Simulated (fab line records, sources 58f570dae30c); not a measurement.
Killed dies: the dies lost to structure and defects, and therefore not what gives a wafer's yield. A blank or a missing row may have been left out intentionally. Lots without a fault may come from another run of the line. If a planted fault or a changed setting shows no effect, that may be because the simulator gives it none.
The tool behind it: which one?	flow berkeley-cmos170	15 lots with 45 wafers sampled at 4 steps, on a route of 331 steps

== WHAT THE GAUGES SHOWED, per wafer ==
UCB170_ACTIVE_THK_MEAS_06.
lot	measured	on	ACTIVE_NITRIDE_THK (nm)
L607	day 4 21:17	film-metro-04	223.5 223.0 220.8
L606	day 4 21:17	film-metro-01	223.8 221.0 222.0
L608	day 5 10:03	film-metro-02	220.2 220.9 220.6
L611	day 5 16:21	film-metro-04	220.2 218.8 218.0
L610	day 5 16:22	film-metro-02	219.2 218.6 220.6
L612	day 6 00:55	film-metro-02	223.2 223.5 222.4
L613	day 6 00:55	film-metro-04	222.6 218.0 221.1
L614	day 6 15:50	film-metro-01	223.4 223.5 223.2
L615	day 7 02:30	film-metro-04	221.0 221.4 221.7
L617	day 7 13:46	film-metro-01	221.7 223.5 223.0
L618	day 7 13:47	film-metro-04	221.3 220.6 221.2
L622	day 8 16:50	film-metro-01	219.9 219.5 219.1
L624	day 9 02:14	film-metro-04	220.0 219.4 219.4
L625	day 9 09:34	film-metro-04	221.9 222.1 223.7
L628	day 9 23:53	film-metro-02	219.7 219.1 221.0

UCB170_ACTIVE_CD_MEAS_90: target cd 1200 nm.
lot	measured	on	cd-nm (nm)
L607	day 4 23:18	cd-sem-01	1199.8 1198.8 1199.2
L606	day 4 23:02	cd-sem-02	1201.4 1201.2 1201.7
L608	day 5 11:25	cd-sem-02	1202.0 1202.5 1202.9
L611	day 5 18:10	cd-sem-02	1201.6 1200.3 1201.1
L610	day 5 18:38	cd-sem-02	1198.3 1198.6 1199.4
L612	day 6 03:11	cd-sem-01	1201.9 1200.3 1201.0
L613	day 6 03:02	cd-sem-02	1200.1 1200.5 1201.1
L614	day 6 17:07	cd-sem-01	1198.5 1200.0 1199.4
L615	day 7 04:08	cd-sem-01	1198.8 1197.9 1198.7
L617	day 7 15:23	cd-sem-02	1200.9 1202.4 1201.8
L618	day 7 15:18	cd-sem-01	1199.6 1199.3 1198.1
L622	day 8 18:19	cd-sem-02	1200.0 1200.3 1200.6
L624	day 9 03:51	cd-sem-01	1200.4 1199.5 1200.2
L625	day 9 10:50	cd-sem-02	1200.9 1200.1 1201.5
L628	day 10 01:24	cd-sem-02	1201.6 1201.6 1202.2

== TOOL THAT RAN EACH LOT (tool first, then ch and the chambers of the sampled wafers, then the start) ==
lot	UCB170_PWELL_ETCH_14	UCB170_ACTIVE_STRIP_16
L607	rie-diel-02 ch 0,1,3, day 3 14:19	plasma-asher-02 ch 0,1, day 4 23:12
L606	rie-diel-03 ch 0,1, day 3 14:36	plasma-asher-01 ch 0,1, day 4 22:55
L608	rie-diel-04 ch 0,2,3, day 4 02:38	plasma-asher-01 ch 0,1, day 5 11:19
L611	rie-diel-03 ch 1,2,3, day 4 07:38	plasma-asher-02 ch 0,1, day 5 17:55
L610	rie-diel-04 ch 1,2,3, day 4 07:44	plasma-asher-04 ch 0,1, day 5 18:18
L612	rie-diel-02 ch 1,2, day 4 19:41	plasma-asher-02 ch 1, day 6 03:04
L613	rie-diel-03 ch 1,2,3, day 4 19:58	plasma-asher-04 ch 0,1, day 6 02:56
L614	rie-diel-02 ch 0,2,3, day 5 06:01	plasma-asher-02 ch 0,1, day 6 16:59
L615	rie-diel-02 ch 0,1,3, day 5 14:49	plasma-asher-04 ch 1, day 7 04:02
L617	rie-diel-04 ch 0,1, day 5 19:35	plasma-asher-01 ch 0,1, day 7 15:17
L618	rie-diel-03 ch 2,3, day 5 19:52	plasma-asher-02 ch 0,1, day 7 15:11
L622	rie-diel-03 ch 1,2, day 7 01:11	plasma-asher-02 ch 0,1, day 8 18:13
L624	rie-diel-03 ch 1,3, day 7 09:52	plasma-asher-02 ch 0,1, day 9 03:44
L625	rie-diel-02 ch 1,2,3, day 7 22:15	plasma-asher-01 ch 0,1, day 9 10:44
L628	rie-diel-02 ch 0,1,2, day 8 11:27	plasma-asher-02 ch 0,1, day 10 01:17
- UCB170_PWELL_ETCH_14: etches Si3N4 in CH3F/Ar/O2, stops on SiO2, target depth 242 nm, time 153.8 s.
- UCB170_ACTIVE_STRIP_16: strips in O2.

== AS READ BY THE TOOLS THEMSELVES (means over the sampled wafers that have a number; for cases with no such wafer, the mark the record gives instead) ==
UCB170_PWELL_ETCH_14.
lot	tool	CH3F_flow_sccm (sccm)	drypump-motor-current-A (A)	oes-product-au (a.u.)	throttle-valve-pct (%)
L607	rie-diel-02	19.98	6.0	0.950	8.11
L606	rie-diel-03	20.06	6.1	0.958	8.11
L608	rie-diel-04	19.95	6.1	0.935	8.06
L611	rie-diel-03	19.99	6.2	0.945	8.02
L610	rie-diel-04	20.02	6.0	0.950	8.08
L612	rie-diel-02	20.02	5.6	0.949	8.01
L613	rie-diel-03	19.99	6.1	0.935	8.02
L614	rie-diel-02	20.07	6.1	0.941	8.11
L615	rie-diel-02	19.99	5.9	0.936	8.12
L617	rie-diel-04	19.96	6.0	0.943	7.87
L618	rie-diel-03	19.94	5.9	0.943	8.06
L622	rie-diel-03	20.02	6.4	0.936	7.97
L624	rie-diel-03	20.00	6.1	0.942	8.02
L625	rie-diel-02	20.03	5.7	0.959	8.07
L628	rie-diel-02	20.02	5.9	0.951	8.04

UCB170_ACTIVE_STRIP_16.
lot	tool	chamber-pressure-mTorr (mTorr)	drypump-motor-current-A (A)	oes-product-au (a.u.)	strip-time-to-endpoint-s (s)
L607	plasma-asher-02	3501	5.3	0.718	18.12
L606	plasma-asher-01	3496	5.5	0.721	17.98
L608	plasma-asher-01	3498	5.5	0.718	18.18
L611	plasma-asher-02	3498	5.2	0.721	18.21
L610	plasma-asher-04	3499	6.0	0.718	17.92
L612	plasma-asher-02	3502	5.2	0.725	18.16
L613	plasma-asher-04	3501	6.0	0.715	18.08
L614	plasma-asher-02	3498	5.3	0.717	18.02
L615	plasma-asher-04	3501	6.3	0.721	18.05
L617	plasma-asher-01	3498	5.4	0.721	18.12
L618	plasma-asher-02	3499	5.3	0.717	18.04
L622	plasma-asher-02	-	-	-	-
L624	plasma-asher-02	-	-	-	-
L625	plasma-asher-01	-	-	-	-
L628	plasma-asher-02	3500	5.2	0.722	18.00

== THE ANSWER, worked out from the rows above alone ==
Rule: the usual values come from the lots themselves. Put in order of their means at a reading, lots are off if they are a third of the lots or fewer, leave a main group of 4 or more, and stand apart from it by a gap of 3 or more times the standard deviation of the main group's means; of several such gaps the widest counts. A main group is skipped when, at the precision printed for the reading in the tables above, its means are all equal. A lot without any number at a reading at which 4 lots or more have one is off too. All remaining lots with rows at the step are treated as sound. First the gauges in route order, then the tools' own readings, where a lot's mean is used as printed above. The first step at which some lot is off is used, and at that step the reading that is off furthest; a lot without a number counts as furthest.
Off, at UCB170_ACTIVE_STRIP_16 on chamber-pressure-mTorr: L622, L624, L625. Without a number there: L622, L624, L625. The main group has a mean of 3499 mTorr with a standard deviation of 1.7.
A tool fits if, at that step or a process step before it, it ran every lot that is off, and no sound lot after the first of them. Not one of the candidates tried fits.

== WHAT THE SIMULATOR HAD INSERTED ==
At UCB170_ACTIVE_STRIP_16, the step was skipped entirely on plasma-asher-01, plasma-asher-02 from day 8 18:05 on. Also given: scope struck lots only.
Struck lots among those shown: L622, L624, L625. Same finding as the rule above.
